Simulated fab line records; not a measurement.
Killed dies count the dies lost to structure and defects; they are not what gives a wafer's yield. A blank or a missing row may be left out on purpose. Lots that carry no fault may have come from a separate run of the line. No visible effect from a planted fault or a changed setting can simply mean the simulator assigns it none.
fab line records + flow rit_cmos
record
- lots=6
- wafers=18
- last_day=7
route steps=202 shown NRETRO@60 PRETRO@64 M1@202
lots with no fault: from the same line, run without faults
start_h: start of the lot's first displayed wafer, in hours after the record's first day + wait_h: hours since the lot's step before + " unchanged from the row above + L1.1+2: a row that stands for several wafers + - no value, or no start given + * or withheld: withheld + < > ~ a bound
route shown NAME@n: names a module that has steps shown in the file, with the first one's number in the route + usual: mean/standard deviation taken from wafers without a fault + same: alike in all rows + chamber/n: place in a boat + sites: readings site by site + _std_site: standard deviation across them + _edge_site: the outer-site mean with the inner-site mean subtracted + radius_mm: how far each site lies from the wafer's centre + mask NAME#n: copy n + behind: tool/chamber where the wafer was last shaped + hold: reason for holding the lot/hours on hold/outcome of the hold + device: whichever transistor did not switch (one of n, p or np) + end of line: tests of these same wafers at the route's end + for a step that has no rows: nothing shown but its recipe + killed: dies that structure and defects cost at the first sort, which is not the same as the wafer's yield + map: shows each die of a wafer: x if killed, . if not, _ if none is there
set.NAME: the setting the step ran with; set.NAME@STEP: the setting that earlier step ran with + model.NAME: the simulator's own value behind a step, which no gauge read
lots seen at some steps along the route; tables by step, rows by wafer
services: a tool's chamber out of use, with start hour (start_h, from the record's first day; less than 0 if before it), hours out, and reason
## steps
# step RIT_NRETRO_HARDBAKE_07
# recipe
- resist=NOVOLAK
- temp_c=140
- time_s=120
# step RIT_NRETRO_IMPLANT_08
# recipe
- species=P
- energy_kev=70
- dose_cm2=1e+13
- tilt_deg=7
# step RIT_NRETRO_STRIP_09
# recipe
- chemistry=O2
- time_s=180
- resist=NOVOLAK
- platen_temp_c=withheld
- power_w=500
- pressure_mtorr=4000
- o2_flow_sccm=4000
# usual
- drypump_motor_current_A=6.2/0.39
- o2_flow_sccm=3998/12
| lot.wafer | tool            | chamber | start_h | wait_h | drypump_motor_current_A | o2_flow_sccm | rf_hours_counter_h |
|-----------|-----------------|---------|---------|--------|-------------------------|--------------|--------------------|
| L181.1    | plasma_asher-01 | 0       | 61.44   | 0.1    | 5.5                     | 3988         | 43                 |
| L181.4    | "               | 1       | "       | "      | 5.5                     | 4007         | -                  |
| L181.5    | "               | 1       | "       | "      | 5.5                     | 4020         | -                  |
| L184.3    | plasma_asher-04 | 1       | 74.77   | 0.1    | 6.2                     | 4000         | -                  |
| L184.4    | "               | 0       | "       | "      | 6.6                     | 3998         | -                  |
| L184.5    | "               | 0       | "       | "      | 6.5                     | 4012         | -                  |
| L185.1    | plasma_asher-02 | 1       | 79.77   | 0.1    | 6.3                     | 3971         | 42                 |
| L185.2    | "               | 0       | "       | "      | 6.4                     | 4002         | 42                 |
| L185.6    | "               | 1       | "       | "      | 6.3                     | 3985         | -                  |
| L190.1    | plasma_asher-02 | 0       | 104.29  | 0.1    | 6.4                     | 4001         | 44                 |
| L190.2    | "               | 1       | "       | "      | 6.3                     | 4007         | 44                 |
| L190.5    | "               | 0       | "       | "      | 6.4                     | 3985         | -                  |
| L195.2    | plasma_asher-02 | 0       | 129.62  | 0.1    | 6.3                     | 4005         | 48                 |
| L195.5    | "               | 1       | "       | "      | 6.3                     | 3996         | -                  |
| L195.6    | "               | 0       | "       | "      | 6.3                     | 4015         | -                  |
| L197.2    | plasma_asher-04 | 1       | 139.92  | 0.1    | 6.1                     | 4021         | 3                  |
| L197.4    | "               | 1       | "       | "      | 6.1                     | 4021         | -                  |
| L197.6    | "               | 0       | "       | "      | 6.5                     | 3980         | -                  |
# step RIT_NRETRO_TW_MEAS_10
# usual
- NRETRO_TW=1054/8.6
| lot.wafer | tool          | chamber | start_h | wait_h | NRETRO_TW |
|-----------|---------------|---------|---------|--------|-----------|
| L181.1    | film_metro-02 | -       | 61.61   | 0.1    | 1059      |
| L181.4    | "             | -       | "       | "      | 1061      |
| L181.5    | "             | -       | "       | "      | 1055      |
| L184.3    | film_metro-03 | -       | 74.91   | 0.1    | 1055      |
| L184.4    | "             | -       | "       | "      | 1060      |
| L184.5    | "             | -       | "       | "      | 1055      |
| L185.1    | film_metro-02 | -       | 79.94   | 0.1    | 1048      |
| L185.2    | "             | -       | "       | "      | 1051      |
| L185.6    | "             | -       | "       | "      | 1064      |
| L190.1    | film_metro-02 | -       | 104.46  | 0.1    | 1059      |
| L190.2    | "             | -       | "       | "      | 1061      |
| L190.5    | "             | -       | "       | "      | 1063      |
| L195.2    | film_metro-02 | -       | 129.81  | 0.1    | 1066      |
| L195.5    | "             | -       | "       | "      | 1064      |
| L195.6    | "             | -       | "       | "      | 1060      |
| L197.2    | film_metro-01 | -       | 140.10  | 0.1    | 1048      |
| L197.4    | "             | -       | "       | "      | 1048      |
| L197.6    | "             | -       | "       | "      | 1051      |
# step RIT_PRETRO_HMDS_00
# recipe
- prime_time_s=60
- prime_temp_c=140
# step RIT_PRETRO_COAT_01
# recipe
- resist=NOVOLAK
- spin_rpm=2000
- resist_thk_nm=1300
# step RIT_PRETRO_SOFTBAKE_02
# recipe
- resist=NOVOLAK
- temp_c=90
- time_s=60
# step RIT_PRETRO_EXPOSE_03
# recipe
- mask_id=M5
- na=0.57
- target_cd_nm=43700
- dose_mj=250
# step RIT_PRETRO_PEB_04
# recipe
- resist=NOVOLAK
- temp_c=withheld
- time_s=withheld
# step RIT_PRETRO_DEVELOP_05
# recipe
- resist=NOVOLAK
- develop_time_s=68
- dev_temp_c=23
# step RIT_PRETRO_OVL_MEAS_06
# usual
- PRETRO_OVL=0.6/1.5
| lot.wafer | tool       | chamber | start_h | wait_h | PRETRO_OVL[nm] |
|-----------|------------|---------|---------|--------|----------------|
| L181.1    | overlay-02 | -       | 62.55   | -      | 1.4            |
| L181.4    | "          | -       | "       | "      | -0.9           |
| L181.5    | "          | -       | "       | "      | 0.2            |
| L184.3    | overlay-01 | -       | 75.84   | -      | -0.3           |
| L184.4    | "          | -       | "       | "      | -1.0           |
| L184.5    | "          | -       | "       | "      | -0.9           |
| L185.1    | overlay-02 | -       | 81.12   | -      | -0.2           |
| L185.2    | "          | -       | "       | "      | -0.4           |
| L185.6    | "          | -       | "       | "      | -1.7           |
| L190.1    | overlay-01 | -       | 105.53  | -      | -2.3           |
| L190.2    | "          | -       | "       | "      | 1.2            |
| L190.5    | "          | -       | "       | "      | 0.1            |
| L195.2    | overlay-02 | -       | 130.87  | -      | 3.1            |
| L195.5    | "          | -       | "       | "      | 0.9            |
| L195.6    | "          | -       | "       | "      | 0.7            |
| L197.2    | overlay-01 | -       | 141.16  | -      | 1.4            |
| L197.4    | "          | -       | "       | "      | 2.3            |
| L197.6    | "          | -       | "       | "      | 4.9            |
# step RIT_PRETRO_HARDBAKE_07
# recipe
- resist=NOVOLAK
- temp_c=140
- time_s=120
# step RIT_PRETRO_IMPLANT_08
# recipe
- species=B
- energy_kev=45
- dose_cm2=1.2e+13
- tilt_deg=7
# usual
- dose_ions_cm2=1.2003e+13/1.3e+10
- faraday_current_uA=38.2/0.86
| lot.wafer | tool         | chamber | start_h | wait_h | dose_ions_cm2 | faraday_current_uA |
|-----------|--------------|---------|---------|--------|---------------|--------------------|
| L181.1    | implanter-03 | 0       | 62.84   | 0.2    | 1.1996e+13    | 37.6               |
| L181.4    | "            | 0       | "       | "      | 1.2007e+13    | 37.4               |
| L181.5    | "            | 0       | "       | "      | 1.199e+13     | 39.5               |
| L184.3    | implanter-01 | 0       | 76.17   | 0.2    | 1.202e+13     | 38.2               |
| L184.4    | "            | 0       | "       | "      | 1.2026e+13    | 36.9               |
| L184.5    | "            | 0       | "       | "      | 1.2019e+13    | 37.9               |
| L185.1    | implanter-01 | 0       | 81.41   | 0.2    | 2.2499e+13    | 68.9               |
| L185.2    | "            | 0       | "       | "      | 2.2512e+13    | 71.2               |
| L185.6    | "            | 0       | "       | "      | 2.2503e+13    | 73.4               |
| L190.1    | implanter-01 | 0       | 105.82  | 0.2    | 2.2498e+13    | 75.6               |
| L190.2    | "            | 0       | "       | "      | 2.2493e+13    | 72.2               |
| L190.5    | "            | 0       | "       | "      | 2.2513e+13    | 71.3               |
| L195.2    | implanter-03 | 0       | 131.18  | 0.2    | 1.2011e+13    | 37.9               |
| L195.5    | "            | 0       | "       | "      | 1.1999e+13    | 38.0               |
| L195.6    | "            | 0       | "       | "      | 1.1994e+13    | 36.4               |
| L197.2    | implanter-04 | 0       | 141.47  | 0.2    | 1.1992e+13    | 39.2               |
| L197.4    | "            | 0       | "       | "      | 1.2017e+13    | 38.5               |
| L197.6    | "            | 0       | "       | "      | 1.1997e+13    | 36.7               |
# step RIT_PRETRO_STRIP_09
# recipe
- chemistry=O2
- time_s=180
- resist=NOVOLAK
- platen_temp_c=withheld
- power_w=500
- pressure_mtorr=4000
- o2_flow_sccm=4000
# usual
- drypump_motor_current_A=5.9/0.37
- o2_flow_sccm=4000/11
| lot.wafer | tool            | chamber | start_h | wait_h | drypump_motor_current_A | o2_flow_sccm | rf_hours_counter_h |
|-----------|-----------------|---------|---------|--------|-------------------------|--------------|--------------------|
| L181.1    | plasma_asher-01 | 0       | 62.99   | 0.1    | 5.4                     | 4003         | 43                 |
| L181.4    | "               | 0       | "       | "      | 5.4                     | 4008         | -                  |
| L181.5    | "               | 1       | "       | "      | 5.5                     | 3977         | -                  |
| L184.3    | plasma_asher-03 | 1       | 76.32   | 0.1    | 5.6                     | 4008         | -                  |
| L184.4    | "               | 0       | "       | "      | 5.7                     | 3996         | -                  |
| L184.5    | "               | 0       | "       | "      | 5.7                     | 3990         | -                  |
| L185.1    | plasma_asher-02 | 1       | 81.56   | 0.1    | 6.4                     | 3986         | 42                 |
| L185.2    | "               | 0       | "       | "      | 6.4                     | 3998         | 42                 |
| L185.6    | "               | 0       | "       | "      | 6.4                     | 4009         | -                  |
| L190.1    | plasma_asher-03 | 0       | 105.97  | 0.1    | 5.7                     | 4017         | 31                 |
| L190.2    | "               | 1       | "       | "      | 5.7                     | 3998         | 31                 |
| L190.5    | "               | 0       | "       | "      | 5.7                     | 4005         | -                  |
| L195.2    | plasma_asher-02 | 1       | 131.30  | 0.1    | 6.3                     | 3993         | 48                 |
| L195.5    | "               | 0       | "       | "      | 6.4                     | 4002         | -                  |
| L195.6    | "               | 1       | "       | "      | 6.3                     | 4004         | -                  |
| L197.2    | plasma_asher-03 | 0       | 141.59  | 0.1    | 5.7                     | 4031         | 37                 |
| L197.4    | "               | 1       | "       | "      | 5.6                     | 3999         | -                  |
| L197.6    | "               | 1       | "       | "      | 5.6                     | 3999         | -                  |
# step RIT_PRETRO_TW_MEAS_10
# usual
- PRETRO_TW=472/5.8
| lot.wafer | tool          | chamber | start_h | wait_h | hold                     | PRETRO_TW |
|-----------|---------------|---------|---------|--------|--------------------------|-----------|
| L181.1    | film_metro-02 | -       | 63.16   | 0.1    | -                        | 475       |
| L181.4    | "             | -       | "       | "      | -                        | 477       |
| L181.5    | "             | -       | "       | "      | -                        | 477       |
| L184.3    | film_metro-01 | -       | 76.46   | 0.1    | -                        | 471       |
| L184.4    | "             | -       | "       | "      | -                        | 468       |
| L184.5    | "             | -       | "       | "      | -                        | 470       |
| L185.1    | film_metro-04 | -       | 81.73   | 0.1    | await_dispo/0.2h/release | 567       |
| L185.2    | "             | -       | "       | "      | await_dispo/0.2h/release | 563       |
| L185.6    | "             | -       | "       | "      | await_dispo/0.2h/release | 567       |
| L185.1    | film_metro-04 | -       | 81.96   | 0.2    | -                        | 566       |
| L185.2    | "             | -       | "       | "      | -                        | 568       |
| L185.6    | "             | -       | "       | "      | -                        | 567       |
| L190.1    | film_metro-01 | -       | 106.14  | 0.1    | await_dispo/0.2h/release | 572       |
| L190.2    | "             | -       | "       | "      | await_dispo/0.2h/release | 570       |
| L190.5    | "             | -       | "       | "      | await_dispo/0.2h/release | 569       |
| L190.1    | film_metro-01 | -       | 106.37  | 0.2    | -                        | 570       |
| L190.2    | "             | -       | "       | "      | -                        | 569       |
| L190.5    | "             | -       | "       | "      | -                        | 570       |
| L195.2    | film_metro-01 | -       | 131.49  | 0.1    | -                        | 475       |
| L195.5    | "             | -       | "       | "      | -                        | 473       |
| L195.6    | "             | -       | "       | "      | -                        | 471       |
| L197.2    | film_metro-04 | -       | 141.78  | 0.1    | -                        | 468       |
| L197.4    | "             | -       | "       | "      | -                        | 466       |
| L197.6    | "             | -       | "       | "      | -                        | 466       |
# step RIT_M1_PROBE_99
# usual
- killed_at_front_end=7/3.2
- killed_dies=7/3.2
- killed_open=3.2/2.1
- killed_short=3.5/2.2
# same
- gross_dies=264
- killed_at_M0_to_M3=0
- killed_at_M4_up=0
- killed_at_back_side=0
- killed_at_contacts=0
- killed_at_other=0
| lot.wafer | tool      | chamber | start_h | wait_h | killed_at_front_end | killed_dies | killed_open | killed_short |
|-----------|-----------|---------|---------|--------|---------------------|-------------|-------------|--------------|
| L184.3    | prober-01 | -       | 101.40  | 0.2    | 7                   | 7           | 2           | 5            |
| L184.4    | prober-01 | -       | 101.45  | 0.2    | 5                   | 5           | 2           | 3            |
| L184.5    | prober-01 | -       | 101.50  | 0.2    | 2                   | 2           | 0           | 2            |
| L190.1    | prober-01 | -       | 139.41  | 0.1    | 7                   | 7           | 5           | 2            |
| L190.2    | prober-01 | -       | 139.46  | 0.1    | 6                   | 6           | 2           | 4            |
| L190.5    | prober-01 | -       | 139.61  | 0.2    | 2                   | 2           | 1           | 1            |
| L195.2    | prober-02 | -       | 156.79  | 0.1    | 5                   | 5           | 3           | 2            |
| L195.5    | prober-02 | -       | 156.94  | 0.2    | 5                   | 5           | 2           | 3            |
| L195.6    | prober-02 | -       | 156.99  | 0.2    | 3                   | 3           | 2           | 1            |
# killed by level:class
L184.3 FOX1:geometric_particle:short=2 SPACER:geometric_particle:short=2 GATE:geometric_particle:short=1 REOX:geometric_particle:open=1 SILICIDE:geometric_particle:open=1
L184.4 FOX2:geometric_particle:short=1 GATE:geometric_particle:open=1 REOX:geometric_particle:short=1 SPACER:geometric_particle:open=1 SPACER:geometric_particle:short=1
L184.5 ACTIVE:geometric_particle:short=1 GATE:geometric_particle:short=1
L190.1 SILICIDE:geometric_particle:open=2 FOX1:geometric_particle:open=1 FOX2:geometric_particle:open=1 GATE:geometric_particle:short=1 GATE:geometric_particle:open=1 SILICIDE:geometric_particle:short=1
L190.2 REOX:geometric_particle:short=2 GATE:geometric_particle:open=1 GATE:geometric_particle:short=1 REOX:geometric_particle:open=1 SILICIDE:geometric_particle:short=1
L190.5 FOX2:geometric_particle:open=1 GATE:geometric_particle:short=1
L195.2 ACTIVE:geometric_particle:open=1 FOX1:geometric_particle:open=1 FOX1:geometric_particle:short=1 REOX:geometric_particle:short=1 SPACER:geometric_particle:open=1
L195.5 GATE:geometric_particle:short=2 FOX1:geometric_particle:short=1 GATE:geometric_particle:open=1 SPACER:geometric_particle:open=1
L195.6 FOX2:geometric_particle:open=1 SPACER:geometric_particle:open=1 SPACER:geometric_particle:short=1
## services
| tool            | chamber | start_h | hours | kind   |
|-----------------|---------|---------|-------|--------|
| implanter-01    | -       | 83.52   | 4.2   | pm     |
| plasma_asher-04 | 0       | 117.75  | -     | clean  |
| plasma_asher-04 | 1       | 117.75  | -     | clean  |
| plasma_asher-01 | -       | 131.99  | 10.1  | repair |
## key
first_sign
- step=RIT_PRETRO_IMPLANT_08
- reading=dose_ions_cm2
- direction=up
- sigmas=99+
- usual=1.2003e+13
- struck=2.2503e+13
effect
- step=RIT_PRETRO_IMPLANT_08
- reading=faraday_current_uA
- direction=up
- sigmas=40
- usual=38.2
- struck=72.1
effect
- step=RIT_PRETRO_TW_MEAS_10
- reading=visit
- direction=added
effect
- step=RIT_PRETRO_TW_MEAS_10
- reading=PRETRO_TW
- direction=up
- sigmas=17
- usual=472
- struck=568
met_at RIT_PRETRO_IMPLANT_08
struck_wafers L185.1,L185.2,L185.6,L190.1,L190.2,L190.5
tester_left_out L185,L190
onset_between 76.17 81.41
fault
- kind=process_parameter_drift
- tool=implanter-01
- chamber=-
- onset_h=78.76
- steps=RIT_PRETRO_IMPLANT_08
- channel=dose_cm2
- offset=1.0493e+13
- shape=step
- end_h=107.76
- acts_in=these_recipes_only
- stated=1.2e+13
# tester_left_out: of these lots the tester's yield and bins aren't shown, on N5 and GAA mostly nor the transistor test; their killed dies are dies lost to structure and defects alone, not to doping, threshold or leakage, so they don't give the yield
